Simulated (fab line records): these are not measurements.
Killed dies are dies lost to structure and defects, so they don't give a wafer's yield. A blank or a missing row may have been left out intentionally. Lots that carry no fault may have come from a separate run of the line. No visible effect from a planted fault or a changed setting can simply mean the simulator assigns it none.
fab line records / flow rit_cmos
record lots=6 wafers=18 last_day=7
route steps=202 shown NSD@138 PSD@142 SDANNEAL@153
lots with no fault: from the same line, run without faults
start_h: start of the lot's first displayed wafer, in hours after the record's first day / wait_h: how many hours have passed since the lot's step before this one / " repeats the value in the row above / L1.1+2: one row covering several wafers at once / - no value present, or no start provided / * or withheld: withheld / < > ~ a bound
route shown NAME@n: a module of which the file shows steps, and the number in the route of the first / usual: the fault-free wafers' mean and standard deviation / same: alike in all rows / chamber/n: place in a boat / sites: each site's reading / _std_site: the values' standard deviation / _edge_site: outer sites' mean less inner sites' / radius_mm: how far each site lies from the wafer's centre / mask NAME#n: copy n / behind: tool/chamber where the wafer was last shaped / hold: why the lot was held/for how many hours/how that ended / device: which transistor (n, p or np) failed to switch / end of line: the same wafers' tests at the end of the route / a step without rows: its recipe alone / killed: dies lost to structure and defects at the first sort, not the wafer's yield / map: dies across one wafer; x = killed, . = not, _ = none there
set.NAME: setting as actually run; set.NAME@STEP: the setting as run at that earlier step / model.NAME: the simulator's own value behind a step, which no gauge read
certain route steps with their lots: each step a table, each wafer a row
services: when a tool's chamber went out of use (start_h, in hours from the record's first day, below 0 if earlier), for how many hours, and the reason
## steps
# step RIT_NSD_HARDBAKE_07
# recipe resist=NOVOLAK temp_c=140 time_s=60
# step RIT_NSD_IMPLANT_08
# recipe species=P energy_kev=25 dose_cm2=1e+15 tilt_deg=7
# step RIT_NSD_STRIP_09
# recipe chemistry=O2 time_s=180 resist=NOVOLAK platen_temp_c=withheld power_w=500 pressure_mtorr=4000 o2_flow_sccm=4000
# usual drypump_motor_current_A=5.7/0.49
lot.wafer=L378.3 tool=plasma_asher-02 chamber=0 start_h=85.07 wait_h=0.1 drypump_motor_current_A=6.1 rf_hours_counter_h=-
lot.wafer=L378.4 tool=plasma_asher-02 chamber=1 start_h=85.07 wait_h=0.1 drypump_motor_current_A=5.1 rf_hours_counter_h=-
lot.wafer=L378.6 tool=plasma_asher-02 chamber=1 start_h=85.07 wait_h=0.1 drypump_motor_current_A=5.1 rf_hours_counter_h=-
lot.wafer=L379.1 tool=plasma_asher-02 chamber=0 start_h=93.90 wait_h=0.1 drypump_motor_current_A=6.2 rf_hours_counter_h=29
lot.wafer=L379.2 tool=plasma_asher-02 chamber=1 start_h=93.90 wait_h=0.1 drypump_motor_current_A=5.1 rf_hours_counter_h=29
lot.wafer=L379.5 tool=plasma_asher-02 chamber=1 start_h=93.90 wait_h=0.1 drypump_motor_current_A=5.1 rf_hours_counter_h=-
lot.wafer=L383.1 tool=plasma_asher-03 chamber=1 start_h=111.33 wait_h=0.1 drypump_motor_current_A=6.1 rf_hours_counter_h=47
lot.wafer=L383.3 tool=plasma_asher-03 chamber=1 start_h=111.33 wait_h=0.1 drypump_motor_current_A=6.1 rf_hours_counter_h=-
lot.wafer=L383.6 tool=plasma_asher-03 chamber=0 start_h=111.33 wait_h=0.1 drypump_motor_current_A=5.2 rf_hours_counter_h=-
lot.wafer=L389.1 tool=plasma_asher-02 chamber=1 start_h=142.56 wait_h=0.1 drypump_motor_current_A=5.1 rf_hours_counter_h=34
lot.wafer=L389.5 tool=plasma_asher-02 chamber=0 start_h=142.56 wait_h=0.1 drypump_motor_current_A=6.2 rf_hours_counter_h=-
lot.wafer=L389.6 tool=plasma_asher-02 chamber=1 start_h=142.56 wait_h=0.1 drypump_motor_current_A=5.1 rf_hours_counter_h=-
lot.wafer=L390.1 tool=plasma_asher-03 chamber=1 start_h=147.28 wait_h=0.1 drypump_motor_current_A=6.1 rf_hours_counter_h=52
lot.wafer=L390.2 tool=plasma_asher-03 chamber=0 start_h=147.28 wait_h=0.1 drypump_motor_current_A=5.1 rf_hours_counter_h=52
lot.wafer=L390.3 tool=plasma_asher-03 chamber=1 start_h=147.28 wait_h=0.1 drypump_motor_current_A=6.1 rf_hours_counter_h=-
lot.wafer=L394.1 tool=plasma_asher-03 chamber=0 start_h=163.05 wait_h=0.1 drypump_motor_current_A=5.2 rf_hours_counter_h=54
lot.wafer=L394.3 tool=plasma_asher-03 chamber=1 start_h=163.05 wait_h=0.1 drypump_motor_current_A=6.1 rf_hours_counter_h=-
lot.wafer=L394.4 tool=plasma_asher-03 chamber=0 start_h=163.05 wait_h=0.1 drypump_motor_current_A=5.1 rf_hours_counter_h=-
# step RIT_NSD_TW_MEAS_10
# usual NSD_TW=3134/23
lot.wafer=L378.3 tool=film_metro-01 chamber=- start_h=85.20 wait_h=0.1 NSD_TW=3109
lot.wafer=L378.4 tool=film_metro-01 chamber=- start_h=85.20 wait_h=0.1 NSD_TW=3099
lot.wafer=L378.6 tool=film_metro-01 chamber=- start_h=85.20 wait_h=0.1 NSD_TW=3108
lot.wafer=L379.1 tool=film_metro-01 chamber=- start_h=94.07 wait_h=0.1 NSD_TW=3113
lot.wafer=L379.2 tool=film_metro-01 chamber=- start_h=94.07 wait_h=0.1 NSD_TW=3100
lot.wafer=L379.5 tool=film_metro-01 chamber=- start_h=94.07 wait_h=0.1 NSD_TW=3117
lot.wafer=L383.1 tool=film_metro-03 chamber=- start_h=111.51 wait_h=0.1 NSD_TW=3144
lot.wafer=L383.3 tool=film_metro-03 chamber=- start_h=111.51 wait_h=0.1 NSD_TW=3134
lot.wafer=L383.6 tool=film_metro-03 chamber=- start_h=111.51 wait_h=0.1 NSD_TW=3126
lot.wafer=L389.1 tool=film_metro-03 chamber=- start_h=142.73 wait_h=0.1 NSD_TW=3108
lot.wafer=L389.5 tool=film_metro-03 chamber=- start_h=142.73 wait_h=0.1 NSD_TW=3112
lot.wafer=L389.6 tool=film_metro-03 chamber=- start_h=142.73 wait_h=0.1 NSD_TW=3116
lot.wafer=L390.1 tool=film_metro-01 chamber=- start_h=147.46 wait_h=0.1 NSD_TW=3124
lot.wafer=L390.2 tool=film_metro-01 chamber=- start_h=147.46 wait_h=0.1 NSD_TW=3133
lot.wafer=L390.3 tool=film_metro-01 chamber=- start_h=147.46 wait_h=0.1 NSD_TW=3123
lot.wafer=L394.1 tool=film_metro-01 chamber=- start_h=163.22 wait_h=0.1 NSD_TW=3133
lot.wafer=L394.3 tool=film_metro-01 chamber=- start_h=163.22 wait_h=0.1 NSD_TW=3133
lot.wafer=L394.4 tool=film_metro-01 chamber=- start_h=163.22 wait_h=0.1 NSD_TW=3115
# step RIT_PSD_HMDS_00
# recipe prime_time_s=60 prime_temp_c=140
# step RIT_PSD_COAT_01
# recipe resist=NOVOLAK spin_rpm=3250 resist_thk_nm=1000
# step RIT_PSD_SOFTBAKE_02
# recipe resist=NOVOLAK temp_c=90 time_s=60
# step RIT_PSD_EXPOSE_03
# recipe mask_id=M10 na=0.57 target_cd_nm=40900 dose_mj=250
# step RIT_PSD_PEB_04
# recipe resist=NOVOLAK temp_c=withheld time_s=withheld
# step RIT_PSD_DEVELOP_05
# recipe resist=NOVOLAK develop_time_s=50 dev_temp_c=23
# step RIT_PSD_OVL_MEAS_06
# usual PSD_OVL=-1.2/1.2
lot.wafer=L378.3 tool=overlay-01 chamber=- start_h=86.23 wait_h=- PSD_OVL[nm]=-3.7
lot.wafer=L378.4 tool=overlay-01 chamber=- start_h=86.23 wait_h=- PSD_OVL[nm]=-1.8
lot.wafer=L378.6 tool=overlay-01 chamber=- start_h=86.23 wait_h=- PSD_OVL[nm]=0.0
lot.wafer=L379.1 tool=overlay-02 chamber=- start_h=94.98 wait_h=- PSD_OVL[nm]=-3.4
lot.wafer=L379.2 tool=overlay-02 chamber=- start_h=94.98 wait_h=- PSD_OVL[nm]=-2.3
lot.wafer=L379.5 tool=overlay-02 chamber=- start_h=94.98 wait_h=- PSD_OVL[nm]=-1.5
lot.wafer=L383.1 tool=overlay-01 chamber=- start_h=112.54 wait_h=- PSD_OVL[nm]=-1.0
lot.wafer=L383.3 tool=overlay-01 chamber=- start_h=112.54 wait_h=- PSD_OVL[nm]=-0.6
lot.wafer=L383.6 tool=overlay-01 chamber=- start_h=112.54 wait_h=- PSD_OVL[nm]=-1.8
lot.wafer=L389.1 tool=overlay-02 chamber=- start_h=143.64 wait_h=- PSD_OVL[nm]=-1.0
lot.wafer=L389.5 tool=overlay-02 chamber=- start_h=143.64 wait_h=- PSD_OVL[nm]=-2.8
lot.wafer=L389.6 tool=overlay-02 chamber=- start_h=143.64 wait_h=- PSD_OVL[nm]=-2.4
lot.wafer=L390.1 tool=overlay-01 chamber=- start_h=148.37 wait_h=- PSD_OVL[nm]=-1.4
lot.wafer=L390.2 tool=overlay-01 chamber=- start_h=148.37 wait_h=- PSD_OVL[nm]=-0.3
lot.wafer=L390.3 tool=overlay-01 chamber=- start_h=148.37 wait_h=- PSD_OVL[nm]=-1.2
lot.wafer=L394.1 tool=overlay-01 chamber=- start_h=164.26 wait_h=- PSD_OVL[nm]=-2.2
lot.wafer=L394.3 tool=overlay-01 chamber=- start_h=164.26 wait_h=- PSD_OVL[nm]=-2.8
lot.wafer=L394.4 tool=overlay-01 chamber=- start_h=164.26 wait_h=- PSD_OVL[nm]=-2.2
# step RIT_PSD_HARDBAKE_07
# recipe resist=NOVOLAK temp_c=140 time_s=60
# step RIT_PSD_IMPLANT_08
# recipe species=BF2 energy_kev=27 dose_cm2=5e+15 tilt_deg=7
# usual beam_energy_keV=27.000/0.0087 beam_on_s=12.1/0.91 dose_ions_cm2=5.001e+15/5.2e+12 implant_ion_amu=49/0
lot.wafer=L378.3 tool=implanter-01 chamber=0 start_h=86.46 wait_h=0.1 beam_energy_keV=26.993 beam_on_s=11.7 dose_ions_cm2=5.004e+15 implant_ion_amu=49
lot.wafer=L378.4 tool=implanter-01 chamber=0 start_h=86.46 wait_h=0.1 beam_energy_keV=26.991 beam_on_s=12.4 dose_ions_cm2=4.995e+15 implant_ion_amu=49
lot.wafer=L378.6 tool=implanter-01 chamber=0 start_h=86.46 wait_h=0.1 beam_energy_keV=27.000 beam_on_s=12.0 dose_ions_cm2=5.006e+15 implant_ion_amu=49
lot.wafer=L379.1 tool=implanter-03 chamber=0 start_h=95.17 wait_h=0.1 beam_energy_keV=27.012 beam_on_s=13.5 dose_ions_cm2=5e+15 implant_ion_amu=49
lot.wafer=L379.2 tool=implanter-03 chamber=0 start_h=95.17 wait_h=0.1 beam_energy_keV=27.000 beam_on_s=13.9 dose_ions_cm2=5.007e+15 implant_ion_amu=49
lot.wafer=L379.5 tool=implanter-03 chamber=0 start_h=95.17 wait_h=0.1 beam_energy_keV=26.998 beam_on_s=13.3 dose_ions_cm2=5e+15 implant_ion_amu=49
lot.wafer=L383.1 tool=implanter-01 chamber=0 start_h=112.73 wait_h=0.1 beam_energy_keV=27.006 beam_on_s=12.0 dose_ions_cm2=4.999e+15 implant_ion_amu=49
lot.wafer=L383.3 tool=implanter-01 chamber=0 start_h=112.73 wait_h=0.1 beam_energy_keV=27.003 beam_on_s=11.9 dose_ions_cm2=4.996e+15 implant_ion_amu=49
lot.wafer=L383.6 tool=implanter-01 chamber=0 start_h=112.73 wait_h=0.1 beam_energy_keV=27.013 beam_on_s=12.0 dose_ions_cm2=5.001e+15 implant_ion_amu=49
lot.wafer=L389.1 tool=implanter-01 chamber=- start_h=143.83 wait_h=0.1 beam_energy_keV=- beam_on_s=- dose_ions_cm2=- implant_ion_amu=-
lot.wafer=L389.5 tool=implanter-01 chamber=- start_h=143.83 wait_h=0.1 beam_energy_keV=- beam_on_s=- dose_ions_cm2=- implant_ion_amu=-
lot.wafer=L389.6 tool=implanter-01 chamber=- start_h=143.83 wait_h=0.1 beam_energy_keV=- beam_on_s=- dose_ions_cm2=- implant_ion_amu=-
lot.wafer=L390.1 tool=implanter-02 chamber=- start_h=148.56 wait_h=0.1 beam_energy_keV=- beam_on_s=- dose_ions_cm2=- implant_ion_amu=-
lot.wafer=L390.2 tool=implanter-02 chamber=- start_h=148.56 wait_h=0.1 beam_energy_keV=- beam_on_s=- dose_ions_cm2=- implant_ion_amu=-
lot.wafer=L390.3 tool=implanter-02 chamber=- start_h=148.56 wait_h=0.1 beam_energy_keV=- beam_on_s=- dose_ions_cm2=- implant_ion_amu=-
lot.wafer=L394.1 tool=implanter-02 chamber=0 start_h=164.44 wait_h=0.1 beam_energy_keV=27.001 beam_on_s=11.3 dose_ions_cm2=4.993e+15 implant_ion_amu=49
lot.wafer=L394.3 tool=implanter-02 chamber=0 start_h=164.44 wait_h=0.1 beam_energy_keV=26.984 beam_on_s=10.9 dose_ions_cm2=5e+15 implant_ion_amu=49
lot.wafer=L394.4 tool=implanter-02 chamber=0 start_h=164.44 wait_h=0.1 beam_energy_keV=26.986 beam_on_s=10.8 dose_ions_cm2=4.998e+15 implant_ion_amu=49
# step RIT_PSD_STRIP_09
# recipe chemistry=O2 time_s=180 resist=NOVOLAK platen_temp_c=withheld power_w=500 pressure_mtorr=4000 o2_flow_sccm=4000
# usual drypump_motor_current_A=5.6/0.45
lot.wafer=L378.3 tool=plasma_asher-02 chamber=1 start_h=86.61 wait_h=0.1 drypump_motor_current_A=5.1 rf_hours_counter_h=-
lot.wafer=L378.4 tool=plasma_asher-02 chamber=0 start_h=86.61 wait_h=0.1 drypump_motor_current_A=6.1 rf_hours_counter_h=-
lot.wafer=L378.6 tool=plasma_asher-02 chamber=1 start_h=86.61 wait_h=0.1 drypump_motor_current_A=5.1 rf_hours_counter_h=-
lot.wafer=L379.1 tool=plasma_asher-01 chamber=1 start_h=95.32 wait_h=0.1 drypump_motor_current_A=5.9 rf_hours_counter_h=44
lot.wafer=L379.2 tool=plasma_asher-01 chamber=0 start_h=95.32 wait_h=0.1 drypump_motor_current_A=5.5 rf_hours_counter_h=44
lot.wafer=L379.5 tool=plasma_asher-01 chamber=0 start_h=95.32 wait_h=0.1 drypump_motor_current_A=5.6 rf_hours_counter_h=-
lot.wafer=L383.1 tool=plasma_asher-02 chamber=1 start_h=112.88 wait_h=0.1 drypump_motor_current_A=5.1 rf_hours_counter_h=30
lot.wafer=L383.3 tool=plasma_asher-02 chamber=0 start_h=112.88 wait_h=0.1 drypump_motor_current_A=6.1 rf_hours_counter_h=-
lot.wafer=L383.6 tool=plasma_asher-02 chamber=1 start_h=112.88 wait_h=0.1 drypump_motor_current_A=5.1 rf_hours_counter_h=-
lot.wafer=L389.1 tool=plasma_asher-03 chamber=0 start_h=143.98 wait_h=0.1 drypump_motor_current_A=5.1 rf_hours_counter_h=51
lot.wafer=L389.5 tool=plasma_asher-03 chamber=1 start_h=143.98 wait_h=0.1 drypump_motor_current_A=6.1 rf_hours_counter_h=-
lot.wafer=L389.6 tool=plasma_asher-03 chamber=0 start_h=143.98 wait_h=0.1 drypump_motor_current_A=5.1 rf_hours_counter_h=-
lot.wafer=L390.1 tool=plasma_asher-02 chamber=0 start_h=148.71 wait_h=0.1 drypump_motor_current_A=6.1 rf_hours_counter_h=35
lot.wafer=L390.2 tool=plasma_asher-02 chamber=1 start_h=148.71 wait_h=0.1 drypump_motor_current_A=5.1 rf_hours_counter_h=35
lot.wafer=L390.3 tool=plasma_asher-02 chamber=0 start_h=148.71 wait_h=0.1 drypump_motor_current_A=6.2 rf_hours_counter_h=-
lot.wafer=L394.1 tool=plasma_asher-03 chamber=0 start_h=164.59 wait_h=0.1 drypump_motor_current_A=5.2 rf_hours_counter_h=54
lot.wafer=L394.3 tool=plasma_asher-03 chamber=1 start_h=164.59 wait_h=0.1 drypump_motor_current_A=6.1 rf_hours_counter_h=-
lot.wafer=L394.4 tool=plasma_asher-03 chamber=0 start_h=164.59 wait_h=0.1 drypump_motor_current_A=5.2 rf_hours_counter_h=-
# step RIT_PSD_TW_MEAS_10
# usual PSD_TW=3446/26
lot.wafer=L378.3 tool=film_metro-01 chamber=- start_h=86.75 wait_h=0.1 PSD_TW=3414
lot.wafer=L378.4 tool=film_metro-01 chamber=- start_h=86.75 wait_h=0.1 PSD_TW=3413
lot.wafer=L378.6 tool=film_metro-01 chamber=- start_h=86.75 wait_h=0.1 PSD_TW=3399
lot.wafer=L379.1 tool=film_metro-04 chamber=- start_h=95.49 wait_h=0.1 PSD_TW=3466
lot.wafer=L379.2 tool=film_metro-04 chamber=- start_h=95.49 wait_h=0.1 PSD_TW=3478
lot.wafer=L379.5 tool=film_metro-04 chamber=- start_h=95.49 wait_h=0.1 PSD_TW=3466
lot.wafer=L383.1 tool=film_metro-01 chamber=- start_h=113.05 wait_h=0.1 PSD_TW=3452
lot.wafer=L383.3 tool=film_metro-01 chamber=- start_h=113.05 wait_h=0.1 PSD_TW=3446
lot.wafer=L383.6 tool=film_metro-01 chamber=- start_h=113.05 wait_h=0.1 PSD_TW=3441
lot.wafer=L389.1 tool=film_metro-01 chamber=- start_h=144.15 wait_h=0.1 PSD_TW=30
lot.wafer=L389.5 tool=film_metro-01 chamber=- start_h=144.15 wait_h=0.1 PSD_TW=30
lot.wafer=L389.6 tool=film_metro-01 chamber=- start_h=144.15 wait_h=0.1 PSD_TW=30
lot.wafer=L390.1 tool=film_metro-01 chamber=- start_h=148.88 wait_h=0.1 PSD_TW=30
lot.wafer=L390.2 tool=film_metro-01 chamber=- start_h=148.88 wait_h=0.1 PSD_TW=30
lot.wafer=L390.3 tool=film_metro-01 chamber=- start_h=148.88 wait_h=0.1 PSD_TW=30
lot.wafer=L394.1 tool=film_metro-04 chamber=- start_h=164.77 wait_h=0.1 PSD_TW=3463
lot.wafer=L394.3 tool=film_metro-04 chamber=- start_h=164.77 wait_h=0.1 PSD_TW=3486
lot.wafer=L394.4 tool=film_metro-04 chamber=- start_h=164.77 wait_h=0.1 PSD_TW=3467
# step RIT_SDANNEAL_CLEAN_00
# recipe chemistry=SC1 mix=3:3:50 time_s=600 temp_c=75
# step RIT_SDANNEAL_CLEAN_01
# recipe chemistry=dHF dilution=50:1 time_s=30
# step RIT_SDANNEAL_CLEAN_02
# recipe chemistry=SC2 mix=3:3:50 time_s=600 temp_c=75 dry=n2_spin
# step RIT_SDANNEAL_RTA_03
# recipe temp_c=1050 time_s=5 idle_temp_c=600 ramp_up_c_per_s=342 ramp_down_c_per_s=171 cool_to_c=600 ambient=N2
# usual anneal_temp_c_max=1055.4/0.96 wafer_temp_C_max=1053.7/1.3
lot.wafer=L378.3 tool=rtp_anneal-01 chamber=0 start_h=87.18 wait_h=0.0 anneal_temp_c_max=1054.1 wafer_temp_C_max=1054.5
lot.wafer=L378.4 tool=rtp_anneal-01 chamber=0 start_h=87.18 wait_h=0.0 anneal_temp_c_max=1055.1 wafer_temp_C_max=1054.2
lot.wafer=L378.6 tool=rtp_anneal-01 chamber=0 start_h=87.18 wait_h=0.0 anneal_temp_c_max=1054.3 wafer_temp_C_max=1054.7
lot.wafer=L379.1 tool=rtp_anneal-02 chamber=0 start_h=95.92 wait_h=0.0 anneal_temp_c_max=1054.2 wafer_temp_C_max=1054.2
lot.wafer=L379.2 tool=rtp_anneal-02 chamber=0 start_h=95.92 wait_h=0.0 anneal_temp_c_max=1054.4 wafer_temp_C_max=1055.1
lot.wafer=L379.5 tool=rtp_anneal-02 chamber=0 start_h=95.92 wait_h=0.0 anneal_temp_c_max=1054.2 wafer_temp_C_max=1052.7
lot.wafer=L383.1 tool=rtp_anneal-02 chamber=0 start_h=113.48 wait_h=0.0 anneal_temp_c_max=1054.4 wafer_temp_C_max=1051.3
lot.wafer=L383.3 tool=rtp_anneal-02 chamber=0 start_h=113.48 wait_h=0.0 anneal_temp_c_max=1056.8 wafer_temp_C_max=1053.0
lot.wafer=L383.6 tool=rtp_anneal-02 chamber=0 start_h=113.48 wait_h=0.0 anneal_temp_c_max=1055.5 wafer_temp_C_max=1054.1
lot.wafer=L389.1 tool=rtp_anneal-02 chamber=0 start_h=144.95 wait_h=0.0 anneal_temp_c_max=1056.0 wafer_temp_C_max=1054.0
lot.wafer=L389.5 tool=rtp_anneal-02 chamber=0 start_h=144.95 wait_h=0.0 anneal_temp_c_max=1055.2 wafer_temp_C_max=1052.6
lot.wafer=L389.6 tool=rtp_anneal-02 chamber=0 start_h=144.95 wait_h=0.0 anneal_temp_c_max=1056.4 wafer_temp_C_max=1054.8
lot.wafer=L390.1 tool=rtp_anneal-01 chamber=0 start_h=149.48 wait_h=0.0 anneal_temp_c_max=1057.9 wafer_temp_C_max=1052.8
lot.wafer=L390.2 tool=rtp_anneal-01 chamber=0 start_h=149.48 wait_h=0.0 anneal_temp_c_max=1055.9 wafer_temp_C_max=1052.5
lot.wafer=L390.3 tool=rtp_anneal-01 chamber=0 start_h=149.48 wait_h=0.0 anneal_temp_c_max=1055.2 wafer_temp_C_max=1052.9
lot.wafer=L394.1 tool=rtp_anneal-01 chamber=0 start_h=165.19 wait_h=0.0 anneal_temp_c_max=1056.6 wafer_temp_C_max=1054.2
lot.wafer=L394.3 tool=rtp_anneal-01 chamber=0 start_h=165.19 wait_h=0.0 anneal_temp_c_max=1056.2 wafer_temp_C_max=1052.9
lot.wafer=L394.4 tool=rtp_anneal-01 chamber=0 start_h=165.19 wait_h=0.0 anneal_temp_c_max=1055.1 wafer_temp_C_max=1053.1
# step RIT_SDANNEAL_RS_MEAS_04
# recipe thk_meas_gauge=four-point-probe
# usual PSD_RS=115.90/0.26
lot.wafer=L378.3 tool=film_metro-03 chamber=- start_h=87.26 wait_h=0.1 PSD_RS[ohm/sq]=116.29
lot.wafer=L378.4 tool=film_metro-03 chamber=- start_h=87.26 wait_h=0.1 PSD_RS[ohm/sq]=116.30
lot.wafer=L378.6 tool=film_metro-03 chamber=- start_h=87.26 wait_h=0.1 PSD_RS[ohm/sq]=116.27
lot.wafer=L379.1 tool=film_metro-01 chamber=- start_h=95.98 wait_h=0.0 PSD_RS[ohm/sq]=115.81
lot.wafer=L379.2 tool=film_metro-01 chamber=- start_h=95.98 wait_h=0.0 PSD_RS[ohm/sq]=115.80
lot.wafer=L379.5 tool=film_metro-01 chamber=- start_h=95.98 wait_h=0.0 PSD_RS[ohm/sq]=115.27
lot.wafer=L383.1 tool=film_metro-01 chamber=- start_h=113.54 wait_h=0.0 PSD_RS[ohm/sq]=115.54
lot.wafer=L383.3 tool=film_metro-01 chamber=- start_h=113.54 wait_h=0.0 PSD_RS[ohm/sq]=115.64
lot.wafer=L383.6 tool=film_metro-01 chamber=- start_h=113.54 wait_h=0.0 PSD_RS[ohm/sq]=116.04
lot.wafer=L389.1 tool=film_metro-04 chamber=- start_h=145.10 wait_h=0.1 PSD_RS[ohm/sq]=132.93
lot.wafer=L389.5 tool=film_metro-04 chamber=- start_h=145.10 wait_h=0.1 PSD_RS[ohm/sq]=132.80
lot.wafer=L389.6 tool=film_metro-04 chamber=- start_h=145.10 wait_h=0.1 PSD_RS[ohm/sq]=133.00
lot.wafer=L390.1 tool=film_metro-01 chamber=- start_h=149.54 wait_h=0.0 PSD_RS[ohm/sq]=132.97
lot.wafer=L390.2 tool=film_metro-01 chamber=- start_h=149.54 wait_h=0.0 PSD_RS[ohm/sq]=132.87
lot.wafer=L390.3 tool=film_metro-01 chamber=- start_h=149.54 wait_h=0.0 PSD_RS[ohm/sq]=132.79
lot.wafer=L394.1 tool=film_metro-01 chamber=- start_h=165.25 wait_h=0.0 PSD_RS[ohm/sq]=116.14
lot.wafer=L394.3 tool=film_metro-01 chamber=- start_h=165.25 wait_h=0.0 PSD_RS[ohm/sq]=115.97
lot.wafer=L394.4 tool=film_metro-01 chamber=- start_h=165.25 wait_h=0.0 PSD_RS[ohm/sq]=116.11
## services
tool=plasma_asher-03 chamber=- start_h=86.78 hours=4.0 kind=pm
tool=rtp_anneal-01 chamber=- start_h=109.23 hours=1.1 kind=pm
tool=implanter-03 chamber=- start_h=120.14 hours=0.5 kind=repair
tool=implanter-01 chamber=- start_h=123.12 hours=0.5 kind=repair
## key
first_sign step=RIT_PSD_IMPLANT_08 reading=tool_record direction=missing
effect step=RIT_PSD_TW_MEAS_10 reading=PSD_TW direction=down sigmas=99+ usual=3446 struck=30
effect step=RIT_SDANNEAL_RS_MEAS_04 reading=PSD_RS direction=up sigmas=65 usual=115.90 struck=132.89
met_at RIT_PSD_IMPLANT_08
struck_wafers L389.1,L389.5,L389.6,L390.1,L390.2,L390.3
later_rows_left_out L389.1,L389.5,L389.6,L390.1,L390.2,L390.3
sort_left_out L389.1,L389.5,L389.6,L390.1,L390.2,L390.3
tester_left_out L389,L390
onset_between 112.73 143.83
fault kind=skipped_step_whole tool=implanter-01,implanter-02 chamber=- onset_h=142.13 steps=RIT_PSD_IMPLANT_08 scope=struck_lots_only
# tester_left_out: of these lots the tester's yield and bins aren't shown, on N5 and GAA mostly nor the transistor test; their killed dies are dies lost to structure and defects alone, not to doping, threshold or leakage, so they don't give the yield
# sort_left_out: the simulated sort isn't trusted on such a fault, so these wafers' sort isn't shown, and their yield isn't known
# later_rows_left_out: the simulator's readings of these wafers behind a module that went badly wrong aren't trusted and aren't shown, but for the sort
